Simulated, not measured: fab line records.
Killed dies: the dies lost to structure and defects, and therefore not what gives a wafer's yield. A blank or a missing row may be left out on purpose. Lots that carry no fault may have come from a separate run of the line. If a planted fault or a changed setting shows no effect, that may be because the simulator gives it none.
A struck lot beside a sound one :: flow rit-cmos :: 14 steps out of a route of 202
Sound: these wafers, L237.1, L237.3, L237.5. The struck wafers were L250.1, L250.5, L250.6. The cause comes at the end.
Order at every step that has rows: each side's tool, ch and its chambers, its first start. Under that, the readings that differ: sound wafers :: struck wafers :: difference of the means :: sigmas: that difference in standard deviations of wafers without a fault.
alike: same words and numbers on both sides, and readings whose means sit less than 2 such deviations apart. not compared: any withheld reading, any reading some wafer has no value for, any bound like >300 that may hide the same value, and any number with overlapping values for which the record gives no deviation.
Wherever a step has rows on one side only, a row that says differs or no value, or a row with sigmas, the two part there. Non-overlapping numbers with no deviation appear without sigmas and do not part them. A reading that every wafer of one side lacks parts them only if that side has two wafers or more.

first, 2 steps without rows for these wafers: RIT_PWELL_HARDBAKE_07 (time 120 s); RIT_PWELL_IMPLANT_08.
RIT_PWELL_STRIP_09: strips in O2, time 180 s.
  sound on plasma-asher-03 ch 0,1, day 2 13:38; struck on plasma-asher-04 ch 0,1, day 5 07:17
reading: rf-refl-power-W (W)
sound: 6.7 6.6 6.5
struck: 9.2 9.3 8.1
difference: +2.3
sigmas: +2
  alike: chamber-pressure-mTorr, drypump-motor-current-A
  not compared: rf-hours-counter-h
RIT_PWELL_TW_MEAS_10:
  sound on film-metro-04, day 2 13:48; struck on film-metro-02, day 5 07:28
reading: PWELL_TW
sound: 931 932 931
struck: 945 946 952
difference: +16
sigmas: +2
then, 1 step without rows for these wafers: RIT_WELLDRIVE_ANNEAL_00 (time 14700 s).
RIT_WELLDRIVE_RS_MEAS_01: measures by four-point-probe.
  sound on film-metro-01, day 2 18:59; struck on film-metro-04, day 5 12:36
  alike: NWELL_RS
RIT_WELLDRIVE_RS_MEAS_02: measures by four-point-probe.
  sound on film-metro-01, day 2 19:07; struck on film-metro-04, day 5 12:43
  alike: PWELL_RS
then, 5 steps without rows for these wafers: RIT_NRETRO_HMDS_00 (prime time 60 s); RIT_NRETRO_COAT_01 (resist thk 1300 nm); RIT_NRETRO_SOFTBAKE_02 (time 60 s); RIT_NRETRO_EXPOSE_03 (exposes mask M4, target cd 43900 nm); RIT_NRETRO_PEB_04.
RIT_NRETRO_DEVELOP_05: develop time 68 s.
  sound on litho-track-04 ch 0, day 2 20:00; struck on litho-track-04, day 5 13:00
  no value came back on the struck wafers for chill-plate-temp-C (C), develop-time-s (s); on the sound wafers chill-plate-temp-C (C) reads 23.01 22.96 23.08
RIT_NRETRO_OVL_MEAS_06:
  sound on overlay-01, day 2 20:14; struck on overlay-02, day 5 13:51
reading: NRETRO_OVL (nm)
sound: -3.1 -0.6 -2.3
struck: - - -
difference: no value on the struck wafers
sigmas: 

== WHERE THEY PART ==
Last at RIT_NRETRO_OVL_MEAS_06 as far as this record goes, first at RIT_PWELL_STRIP_09.

WHY: the cause the simulator had injected
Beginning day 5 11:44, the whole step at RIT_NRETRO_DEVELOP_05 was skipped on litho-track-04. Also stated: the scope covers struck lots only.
